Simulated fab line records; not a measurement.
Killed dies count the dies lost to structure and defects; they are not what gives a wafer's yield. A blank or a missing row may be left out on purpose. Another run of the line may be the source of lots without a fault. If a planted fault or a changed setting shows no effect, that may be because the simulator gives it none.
The tool behind it: which one? :: flow berkeley cmos170 :: 7 lots with 21 wafers sampled at 3 steps, on a route of 331 steps

## WHAT EACH GAUGE READ, for each wafer
UCB170_ACTIVE_THK_MEAS_06.
lot: L466
measured: day 4 13:34
on: film metro-03
ACTIVE_NITRIDE_THK (nm): 219.4 217.7 218.5

lot: L467
measured: day 4 13:34
on: film metro-02
ACTIVE_NITRIDE_THK (nm): 216.3 219.2 218.7

lot: L469
measured: day 5 12:28
on: film metro-03
ACTIVE_NITRIDE_THK (nm): 217.3 218.3 218.7

lot: L472
measured: day 5 22:55
on: film metro-02
ACTIVE_NITRIDE_THK (nm): 214.6 217.2 215.6

lot: L474
measured: day 6 07:31
on: film metro-01
ACTIVE_NITRIDE_THK (nm): 163.7 166.0 164.1

lot: L483
measured: day 8 15:59
on: film metro-02
ACTIVE_NITRIDE_THK (nm): 217.2 217.6 216.6

lot: L485
measured: day 8 22:53
on: film metro-02
ACTIVE_NITRIDE_THK (nm): 223.6 223.1 224.0

## WHAT TOOL EACH LOT RAN ON (gives the tool, then ch and the chambers of the sampled wafers, and finally the start)
lot: L466
UCB170_NWELL_ETCH_13: rie diel-03 ch 0,2,3, day 2 18:36
UCB170_ACTIVE_CVD_05: lpcvd-01 ch 0, day 4 11:39

lot: L467
UCB170_NWELL_ETCH_13: rie diel-01 ch 1,2, day 2 22:32
UCB170_ACTIVE_CVD_05: lpcvd-01 ch 1, day 4 11:39

lot: L469
UCB170_NWELL_ETCH_13: rie diel-01 ch 0,1,3, day 3 17:05
UCB170_ACTIVE_CVD_05: lpcvd-01 ch 1, day 5 10:32

lot: L472
UCB170_NWELL_ETCH_13: rie diel-01 ch 1,3, day 4 04:10
UCB170_ACTIVE_CVD_05: lpcvd-01 ch 1, day 5 21:00

lot: L474
UCB170_NWELL_ETCH_13: rie diel-03 ch 1,3, day 4 10:06
UCB170_ACTIVE_CVD_05: lpcvd-01 ch 0, day 6 05:36

lot: L483
UCB170_NWELL_ETCH_13: rie diel-03 ch 0,3, day 6 13:42
UCB170_ACTIVE_CVD_05: lpcvd-02 ch 0, day 8 14:04

lot: L485
UCB170_NWELL_ETCH_13: rie diel-01 ch 0,1,3, day 6 23:40
UCB170_ACTIVE_CVD_05: lpcvd-02 ch 1, day 8 20:54
- UCB170_NWELL_ETCH_13: etches Si3N4 in CH3F/Ar/O2, stops on SiO2, target depth 246.4 nm, time 154 s.
- UCB170_ACTIVE_CVD_05: deposits Si3N4 from SiH2Cl2/NH3, target thk 220 nm, time 3300 s.

## THE ANSWER, worked out from the rows above alone
Rule: what is usual is taken from the lots themselves. Put in order of their means at a reading, lots are off if they are a third of the lots or fewer, leave a main group of 4 or more, and stand apart from it by a gap of 3 or more times the standard deviation of the main group's means; of several such gaps the widest counts. A main group whose means are all the same, to the digits that the tables above print for the reading, isn't used. Also off: a lot with no number at a reading for which 4 or more lots have one. All remaining lots with rows at the step are treated as sound.
Off: L474, at UCB170_ACTIVE_THK_MEAS_06 (ACTIVE_NITRIDE_THK). For the main group the mean is 218.5 nm and the standard deviation 2.4.
A tool fits if, at a process step before that reading, it ran every lot that is off, and no sound lot after the first of them. Those tools and the gauges at UCB170_ACTIVE_THK_MEAS_06 are tried in the same way. 2 tools fit, lpcvd-01 at UCB170_ACTIVE_CVD_05 and film metro-01 at UCB170_ACTIVE_THK_MEAS_06, so this cannot tell which one it is.

## WHAT HAD BEEN PUT IN BY THE SIMULATOR
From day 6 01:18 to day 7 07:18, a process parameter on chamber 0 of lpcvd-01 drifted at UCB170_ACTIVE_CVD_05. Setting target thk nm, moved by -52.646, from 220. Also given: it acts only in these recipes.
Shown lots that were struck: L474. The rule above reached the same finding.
